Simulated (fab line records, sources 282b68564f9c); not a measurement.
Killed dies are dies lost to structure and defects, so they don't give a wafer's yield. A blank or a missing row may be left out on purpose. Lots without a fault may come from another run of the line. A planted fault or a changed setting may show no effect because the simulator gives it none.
A struck lot beside a sound one | flow rit_cmos | 18 steps out of a route of 202
Sound: wafers L867.1, L867.3, L867.4. Struck: wafers L859.1, L859.5, L859.6. The cause comes at the end.
At each step with rows: each side's tool, then ch and its chambers, then its first start. Under that, the readings that differ: sound wafers | struck wafers | difference of the means | sigmas: that difference in standard deviations of wafers without a fault.
alike: readings whose means differ by less than 2 such deviations, and words and numbers that are the same on both sides. not compared: withheld readings, readings that some wafer has no value for, bounds like >300 that may hide the same value, and numbers for which the record gives no deviation and whose values overlap.
The two part at a step that has a row with sigmas, a row that says differs or no value, or rows on one side only. Numbers that don't overlap but have no deviation are shown without sigmas and don't part them. A reading that every wafer of one side lacks parts them only if that side has two wafers or more.

RIT_M1_SPUTTER_00: material Al, target thk 400 nm, time 500 s.
  sound on pvd_sputter-02, day 6 14:47; struck on pvd_sputter-03, day 4 22:53
  alike: throttle_valve_pct
RIT_M1_RS_MEAS_01: measures by four-point-probe.
  sound on film_metro-04, day 6 15:05; struck on film_metro-03, day 4 23:11
  reading           | sound                | struck               | difference | sigmas
  M1_AL_RS (ohm/sq) | 0.0729 0.0716 0.0715 | 0.0746 0.0753 0.0735 | +0.0025    | +2
RIT_M1_THK_MEAS_02: measures by xrf.
  sound on film_metro-04, day 6 15:12; struck on film_metro-03, day 4 23:18
  alike: M1_AL_THK
then, 6 steps without rows for these wafers: RIT_M1_HMDS_03 (prime time 60 s); RIT_M1_COAT_04 (resist thk 1300 nm); RIT_M1_SOFTBAKE_05 (time 60 s); RIT_M1_EXPOSE_06 (exposes mask M12, target cd 2600 nm); RIT_M1_PEB_07; RIT_M1_DEVELOP_08 (develop time 68 s).
RIT_M1_CD_MEAS_09: target cd 2600 nm.
  sound on cd_sem-01, day 6 16:08; struck on cd_sem-02, day 5 00:14
  alike: cd_nm
RIT_M1_OVL_MEAS_10:
  sound on overlay-01, day 6 16:16; struck on overlay-01, day 5 00:22
  alike: M1_OVL
then, 1 step without rows for these wafers: RIT_M1_HARDBAKE_11 (time 120 s).
RIT_M1_METAL_ETCH_12: etches Al in Cl2/BCl3, stops on SiO2, time 165 s, target depth 600 nm.
  sound on rie_metal-01 ch 0,1, day 6 16:33; struck on rie_metal-03 ch 0,1, day 5 00:38
  no value came back on the struck wafers for any of 6 readings (bcl3_flow_sccm (sccm), chamber_pressure_mTorr (mTorr) and others); on the sound wafers bcl3_flow_sccm (sccm) reads 49.91 50.08 50.02
  reading                                  | sound             | struck            | difference | sigmas
  model.NOVOLAK_of_M1_COAT_04.thk_nm (nm)  | 807.5 806.2 800.3 | 1137 1136 1133    | +331       |
  model.SiO2_of_CONTACT_CVD_00.thk_nm (nm) | 367.1 356.8 364.7 | 400.5 400.8 401.1 | +37.9      |
  not compared: rf_hours_counter_h
then, 1 step without rows for these wafers: RIT_M1_STRIP_13 (strips in nmp, time 600 s).
RIT_M1_STRIP_14: strips in O2, time 180 s.
  sound on plasma_asher-02 ch 0,1, day 6 16:53; struck on plasma_asher-03 ch 0,1, day 5 01:00
  alike: drypump_motor_current_A
  not compared: rf_hours_counter_h
RIT_M1_CD_MEAS_90: target cd 2600 nm.
  sound on cd_sem-01, day 6 17:04; struck on cd_sem-02, day 5 01:10
  reading    | sound                | struck | difference                    | sigmas
  cd_nm (nm) | 2603.6 2601.8 2602.6 | - - -  | no value on the struck wafers |
then, 1 step without rows for these wafers: RIT_M1_ANNEAL_15 (time 1800 s).
RIT_M1_PROBE_99:
  sound on prober-01, day 6 18:48; struck on prober-01, day 5 03:05
  reading                  | sound          | struck         | difference | sigmas
  defect_limited_yield (%) | 97.0 97.0 96.2 | 0 0 0          | -97        | -81
  killed_at_M0_to_M3       | 0 0 0          | 257 260 257    | +258       | +99 or more
  killed_dies              | 8 8 10         | 264 264 264    | +255       | +82
  killed_on_rim            | 2 2 2          | 70 70 70       | +68        | +52
  sort_bin_5_function (%)  | 2.7 2.3 2.3    | 99.2 99.6 98.9 | +96.8      | +99 or more
  sort_n_pass              | 256 256 254    | 0 0 0          | -255       | -82
  sort_yield_pct (%)       | 97.0 97.0 96.2 | 0 0 0          | -97        | -81
  alike: killed_at_contacts, killed_at_front_end, killed_open, killed_short, sort_bin_3_pad_short, sort_bin_6_memory

WHERE THEY PART
First at RIT_M1_RS_MEAS_01; last, within this record, at RIT_M1_PROBE_99.

WHY: what the simulator had put in
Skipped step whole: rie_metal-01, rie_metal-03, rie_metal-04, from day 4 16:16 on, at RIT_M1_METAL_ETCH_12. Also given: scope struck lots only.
